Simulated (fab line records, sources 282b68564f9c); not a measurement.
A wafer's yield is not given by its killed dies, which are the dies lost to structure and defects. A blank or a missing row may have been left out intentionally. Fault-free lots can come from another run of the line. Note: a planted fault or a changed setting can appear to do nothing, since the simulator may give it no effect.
Problem report, 8D (eight disciplines) form, completed by code ; flow rit_cmos ; the parts of the form that need people (team, actions taken, sign-off) are left out

1. WHAT WENT WRONG
tilt_deg at RIT_NLDD_IMPLANT_08 reads a mean of 6.037 degrees on 6 wafers of 2 lots; wafers without a fault read 7.000 degrees with a standard deviation of 0.02. Relative to the usual mean, that is a shift of -48 standard deviations.
First seen on wafer L742.1, day 6 13:07, on implanter-03. The record has a number at this step for 42 wafers belonging to 14 lots. The rule behind "out" and "out of limits": a value lying over 4 standard deviations away from the usual mean. The rest of the wafers with a number are treated as sound.

2. WHAT IT IS AND WHAT IT IS NOT
question;is;is not
which readings at this step;tilt_deg;-
which lots;L742, L744;L724, L725, L727, L729, L731, L732, L733, L734, L735, L743, L746, L747
which wafers of those lots;all that have a number;-
read on which tools;implanter-03;implanter-01, implanter-04
when;from day 6 13:07;"up to then (27 sound wafers); but 9 sound wafers of L743, L746, L747 came after"

3. THE SUSPECTS, EACH WITH WHAT RULES IT OUT
Counting: a tool at a process step up to the reading stays a suspect if it ran every lot that is out and no sound lot after the first of them.
- implanter-03 at RIT_NLDD_IMPLANT_08: kept. All lots that are out passed through it, beginning with L742 at day 6 13:07, and no sound lot followed; its final sound lot before that point was L735 at day 5 07:10. Its own readings are out on those wafers: tilt_deg.
After counting, what remains is implanter-03 at RIT_NLDD_IMPLANT_08.

4. THE CAUSE (what the simulator had put in)
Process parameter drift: implanter-03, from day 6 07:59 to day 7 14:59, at RIT_NLDD_IMPLANT_08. Setting tilt_deg shifted by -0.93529 from 7. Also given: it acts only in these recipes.
The count eliminated every tool but this one.

5. THE CHAIN OF EFFECTS, in route order
Rows list readings where the struck wafers' mean (over those with a number) sits beyond 3 standard deviations from the usual. Scope: only readings with a usual standard deviation given in the record; hours: median across lots of the time from each lot's start at the first step in this table that gives one to its start at this step; sigmas: change in usual standard deviations.
hours;step;reading;usual;on struck wafers;change;sigmas
0;RIT_NLDD_IMPLANT_08;tilt_deg;7.000 degrees;6.037;-0.963;-48
Process steps it contains:
- RIT_NLDD_IMPLANT_08
Readings that are blank on the struck wafers while sound wafers have them: NLDD_RS at RIT_SDANNEAL_RS_MEAS_07.

6. HOW IT WOULD HAVE BEEN CAUGHT EARLIER
In this record the first reading out of limits was taken at day 6 13:07, 5 hours after the fault began at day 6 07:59.
